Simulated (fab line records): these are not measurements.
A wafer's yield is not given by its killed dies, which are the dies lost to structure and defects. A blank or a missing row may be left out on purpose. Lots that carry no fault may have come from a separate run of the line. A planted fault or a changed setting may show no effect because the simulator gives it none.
fab line records    flow berkeley_cmos170
[record] lots = 14  wafers = 42  last_day = 13
route steps=331 shown ACTIVE@73 PFIELD@83 FIELD@91 NVT@112
lots that met no fault: from a run of the same line without faults
start_h: start of the lot's first displayed wafer, in hours after the record's first day    wait_h: how many hours have passed since the lot's step before this one    " as in the row above    L1.1+2: a row that stands for several wafers    - either no value or no given start    * or withheld: withheld    < > ~ a bound
route shown NAME@n: names a module that has steps shown in the file, with the first one's number in the route    usual: the fault-free wafers' mean and standard deviation    same: alike in all rows    chamber/n: place in a boat    sites: each site's reading    _std_site: the standard deviation of these    _edge_site: mean of outer sites minus mean of inner sites    radius_mm: how far each site lies from the wafer's centre    mask NAME#n: copy n    behind: the tool/chamber that last shaped the wafer    hold: cause of the lot's hold/its duration in hours/its outcome    device: names the non-switching transistor (n, p or np)    end of line: the tests these same wafers got at the end of their route    a step without rows: its recipe alone    killed: dies lost to structure and defects at the first sort, not the wafer's yield    map: a wafer's dies, marking killed ones x, the rest . and places with no die _
set.NAME: setting as actually run; set.NAME@STEP: the setting as run at that earlier step    model.NAME: the simulator's own value behind a step, which no gauge read
a sample of lots followed through the steps of the route, with each step as a table and each wafer as a row
services: when a tool's chamber went out of use (start_h, in hours from the record's first day, below 0 if earlier), for how many hours, and the reason
[[steps]]
[step UCB170_ACTIVE_CD_MEAS_13]
[recipe] target_cd_nm = 1200
[usual] cd_nm = 1200.0/1.3
lot.wafer  tool       chamber  start_h  wait_h  cd_nm
L831.2     cd_sem-01  -        81.61    -       1201.0
L831.4     "          -        "        "       1199.9
L831.5     "          -        "        "       1200.1
L832.1     cd_sem-02  -        102.33   -       1200.6
L832.2     "          -        "        "       1200.4
L832.6     "          -        "        "       1199.5
L834.1     cd_sem-02  -        106.32   -       1201.9
L834.2     "          -        "        "       1201.7
L834.3     "          -        "        "       1200.5
L837.1     cd_sem-01  -        128.14   -       1201.1
L837.4     "          -        "        "       1201.4
L837.6     "          -        "        "       1200.3
L841.3     cd_sem-02  -        136.81   -       1199.5
L841.4     "          -        "        "       1199.5
L841.6     "          -        "        "       1200.6
L839.2     cd_sem-01  -        136.89   -       1200.8
L839.4     "          -        "        "       1201.5
L839.6     "          -        "        "       1199.8
L846.2     cd_sem-02  -        167.92   -       1199.9
L846.5     "          -        "        "       1200.0
L846.6     "          -        "        "       1199.2
L847.3     cd_sem-02  -        168.50   -       1199.3
L847.5     "          -        "        "       1199.6
L847.6     "          -        "        "       1199.1
L849.1     cd_sem-02  -        183.11   -       1200.5
L849.4     "          -        "        "       1200.8
L849.5     "          -        "        "       1201.6
L848.1     cd_sem-01  -        183.35   -       1201.8
L848.4     "          -        "        "       1200.6
L848.5     "          -        "        "       1202.3
L851.1     cd_sem-01  -        196.19   -       1197.9
L851.3     "          -        "        "       1199.0
L851.6     "          -        "        "       1199.6
L850.3     cd_sem-01  -        196.38   -       1198.0
L850.4     "          -        "        "       1198.3
L850.6     "          -        "        "       1198.5
L852.3     cd_sem-02  -        197.07   -       1199.2
L852.4     "          -        "        "       1199.4
L852.6     "          -        "        "       1200.3
L854.3     cd_sem-01  -        205.28   -       1199.9
L854.4     "          -        "        "       1200.4
L854.6     "          -        "        "       1198.2
[step UCB170_PFIELD_PEB_04]
[recipe] peb_temp_c = 130  peb_time_s = withheld  resist = KrF
[usual] chill_plate_temp_C = 22.99/0.11  exhaust_pa = 45.0/0.98  resist_line_temp_C = 23.00/0.1
lot.wafer  tool            chamber  start_h  wait_h  chill_plate_temp_C  exhaust_pa  resist_line_temp_C
L831.2     litho_track-03  0        84.63    0.1     22.92               46.6        22.94
L831.4     "               0        "        "       23.08               45.6        23.00
L831.5     "               0        "        "       23.04               44.3        23.02
L832.1     litho_track-02  0        104.13   0.3     23.02               45.9        22.91
L832.2     "               0        "        "       22.99               44.7        22.97
L832.6     "               0        "        "       22.96               46.3        23.11
L834.1     litho_track-03  0        110.29   0.6     23.19               44.0        22.87
L834.2     "               0        "        "       23.17               45.2        22.85
L834.3     "               0        "        "       23.13               44.4        22.91
L837.1     litho_track-02  0        132.08   0.1     22.91               46.0        23.02
L837.4     "               0        "        "       23.12               46.2        23.03
L837.6     "               0        "        "       23.03               46.5        23.09
L841.3     litho_track-02  -        139.19   0.7     -                   -           -
L841.4     "               -        "        "       -                   -           -
L841.6     "               -        "        "       -                   -           -
L839.2     litho_track-04  -        139.22   0.6     -                   -           -
L839.4     "               -        "        "       -                   -           -
L839.6     "               -        "        "       -                   -           -
L846.2     litho_track-02  0        170.06   0.4     22.97               46.3        22.97
L846.5     "               0        "        "       23.07               46.0        22.91
L846.6     "               0        "        "       22.98               45.4        22.97
L847.3     litho_track-02  0        170.36   0.5     23.29               44.4        23.25
L847.5     "               0        "        "       23.29               45.0        23.14
L847.6     "               0        "        "       23.23               44.2        23.15
L849.1     litho_track-03  0        184.47   0.1     22.77               44.3        22.82
L849.4     "               0        "        "       23.00               45.7        22.71
L849.5     "               0        "        "       22.94               44.7        23.03
L848.1     litho_track-04  0        184.71   0.1     23.10               44.3        23.18
L848.4     "               0        "        "       22.97               45.0        22.96
L848.5     "               0        "        "       22.83               44.2        23.07
L851.1     litho_track-03  0        198.24   0.6     23.04               44.9        22.80
L851.3     "               0        "        "       22.99               44.2        22.91
L851.6     "               0        "        "       23.10               44.4        22.81
L850.3     litho_track-04  0        198.67   0.6     22.97               44.3        22.94
L850.4     "               0        "        "       22.89               44.1        23.07
L850.6     "               0        "        "       22.99               43.9        23.14
L852.3     litho_track-03  0        199.02   0.2     23.03               44.2        22.98
L852.4     "               0        "        "       23.00               45.2        23.00
L852.6     "               0        "        "       22.95               45.6        23.13
L854.3     litho_track-04  0        206.99   0.3     23.16               44.2        23.01
L854.4     "               0        "        "       23.09               44.1        23.09
L854.6     "               0        "        "       23.18               43.7        23.01
[step UCB170_FIELD_THK_MEAS_02]
[recipe] reads = SiO2_of_FIELD_OXIDATION_01
[usual] FIELD_OXIDE_THK = 556/9
lot.wafer  tool           chamber  start_h  wait_h  FIELD_OXIDE_THK[nm]
L831.2     film_metro-01  -        94.91    0.0     570
L831.4     "              -        "        "       573
L831.5     "              -        "        "       571
L832.1     film_metro-01  -        110.18   0.0     565
L832.2     "              -        "        "       566
L832.6     "              -        "        "       567
L834.1     film_metro-03  -        116.67   0.0     560
L834.2     "              -        "        "       569
L834.3     "              -        "        "       569
L837.1     film_metro-03  -        141.27   0.0     570
L837.4     "              -        "        "       571
L837.6     "              -        "        "       567
L839.2     film_metro-01  -        147.08   0.0     553
L839.4     "              -        "        "       553
L839.6     "              -        "        "       561
L841.3     film_metro-04  -        147.09   0.0     550
L841.4     "              -        "        "       557
L841.6     "              -        "        "       554
L846.2     film_metro-03  -        177.55   0.0     539
L846.5     "              -        "        "       542
L846.6     "              -        "        "       551
L847.3     film_metro-01  -        177.62   0.1     552
L847.5     "              -        "        "       550
L847.6     "              -        "        "       549
L848.1     film_metro-04  -        192.22   0.0     556
L848.4     "              -        "        "       564
L848.5     "              -        "        "       560
L849.1     film_metro-01  -        192.22   0.0     551
L849.4     "              -        "        "       551
L849.5     "              -        "        "       541
L851.1     film_metro-04  -        206.42   0.0     550
L851.3     "              -        "        "       547
L851.6     "              -        "        "       550
L850.3     film_metro-03  -        206.44   0.0     555
L850.4     "              -        "        "       555
L850.6     "              -        "        "       550
L852.3     film_metro-04  -        206.50   0.1     538
L852.4     "              -        "        "       557
L852.6     "              -        "        "       545
L854.3     film_metro-01  -        215.16   0.0     562
L854.4     "              -        "        "       570
L854.6     "              -        "        "       557
[step UCB170_NVT_STRIP_08]
[recipe] chemistry = O2  power_w = 400  pressure_mtorr = 3500  platen_temp_c = withheld  o2_flow_sccm = 400  overash_fraction = 0.5
[usual] drypump_motor_current_A = 5.8/0.51  oes_product_au = 0.734/0.0047  strip_time_to_endpoint_s = 21.63/0.07
lot.wafer  tool             chamber  start_h  wait_h  drypump_motor_current_A  oes_product_au  rf_hours_counter_h  strip_time_to_endpoint_s
L831.2     plasma_asher-03  0        119.99   0.1     5.8                      0.738           42                  21.60
L831.4     "                1        "        "       5.3                      0.728           -                   21.66
L831.5     "                1        "        "       5.2                      0.740           -                   21.61
L832.1     plasma_asher-01  1        135.01   0.1     6.2                      0.737           43                  21.56
L832.2     "                0        "        "       6.1                      0.728           43                  21.58
L832.6     "                1        "        "       6.2                      0.741           -                   21.59
L834.1     plasma_asher-01  1        146.37   0.1     6.3                      0.744           45                  21.61
L834.2     "                0        "        "       6.1                      0.732           45                  21.63
L834.3     "                1        "        "       6.3                      0.731           -                   21.63
L837.1     plasma_asher-01  0        168.96   0.1     6.1                      0.738           47                  21.56
L837.4     "                1        "        "       6.3                      0.732           -                   21.65
L837.6     "                0        "        "       6.1                      0.736           -                   21.57
L839.2     plasma_asher-03  1        175.51   0.1     5.2                      0.742           48                  21.60
L839.4     "                1        "        "       5.3                      0.733           -                   21.60
L839.6     "                1        "        "       5.3                      0.739           -                   21.66
L841.3     plasma_asher-04  0        175.75   0.1     6.4                      0.731           -                   21.61
L841.4     "                1        "        "       4.8                      0.730           -                   21.69
L841.6     "                0        "        "       6.4                      0.732           -                   21.77
L846.2     plasma_asher-03  0        203.44   0.1     5.8                      0.733           51                  21.55
L846.5     "                1        "        "       5.3                      0.737           -                   21.58
L846.6     "                0        "        "       5.9                      0.737           -                   21.63
L847.3     plasma_asher-04  0        203.68   0.1     6.3                      0.733           -                   21.74
L847.5     "                1        "        "       4.8                      0.727           -                   21.71
L847.6     "                0        "        "       6.4                      0.734           -                   21.72
L848.1     plasma_asher-01  1        218.66   0.1     6.2                      0.732           52                  21.61
L848.4     "                0        "        "       6.1                      0.728           -                   21.67
L848.5     "                1        "        "       6.2                      0.731           -                   21.55
L849.1     plasma_asher-04  0        218.92   0.1     6.3                      0.729           37                  21.60
L849.4     "                0        "        "       6.4                      0.739           -                   21.65
L849.5     "                0        "        "       6.3                      0.745           -                   21.71
L850.3     plasma_asher-03  1        231.72   0.1     5.2                      0.732           -                   21.73
L850.4     "                0        "        "       5.8                      0.736           -                   21.72
L850.6     "                1        "        "       5.2                      0.728           -                   21.67
L851.1     plasma_asher-03  1        231.94   0.1     5.2                      0.739           54                  21.68
L851.3     "                1        "        "       5.2                      0.739           -                   21.71
L851.6     "                0        "        "       5.8                      0.744           -                   21.67
L852.3     plasma_asher-04  1        232.15   0.1     4.8                      0.731           -                   21.58
L852.4     "                0        "        "       6.3                      0.736           -                   21.59
L852.6     "                0        "        "       6.3                      0.735           -                   21.56
L854.3     plasma_asher-03  0        246.42   0.1     5.8                      0.734           -                   21.60
L854.4     "                1        "        "       5.3                      0.735           -                   21.56
L854.6     "                0        "        "       5.8                      0.741           -                   21.57
[[services]]
tool             chamber  start_h  hours  kind
plasma_asher-03  -        97.82    3.0    repair
plasma_asher-03  -        127.12   1.0    repair
plasma_asher-01  -        239.62   2.4    repair
[[key]]
[first_sign] step = UCB170_PFIELD_PEB_04  reading = tool_record  direction = missing
effect none on later readings
met_at UCB170_PFIELD_PEB_04
struck_lots L839,L841
sort_left_out L839.2,L839.4,L839.6,L841.3,L841.4,L841.6
tester_left_out L839,L841
not_acting_at UCB170_ACTIVE_CD_MEAS_13,UCB170_FIELD_THK_MEAS_02,UCB170_NVT_STRIP_08
onset_between 132.08 139.19
[fault] kind = skipped_step_whole  tool = litho_track-02,litho_track-04  chamber = -  onset_h = 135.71  steps = UCB170_PFIELD_PEB_04  scope = struck_lots_only
// tester_left_out: of these lots the tester's yield and bins aren't shown, on N5 and GAA mostly nor the transistor test; their killed dies are dies lost to structure and defects alone, not to doping, threshold or leakage, so they don't give the yield
// sort_left_out: the simulated sort isn't trusted on such a fault, so these wafers' sort isn't shown, and their yield isn't known
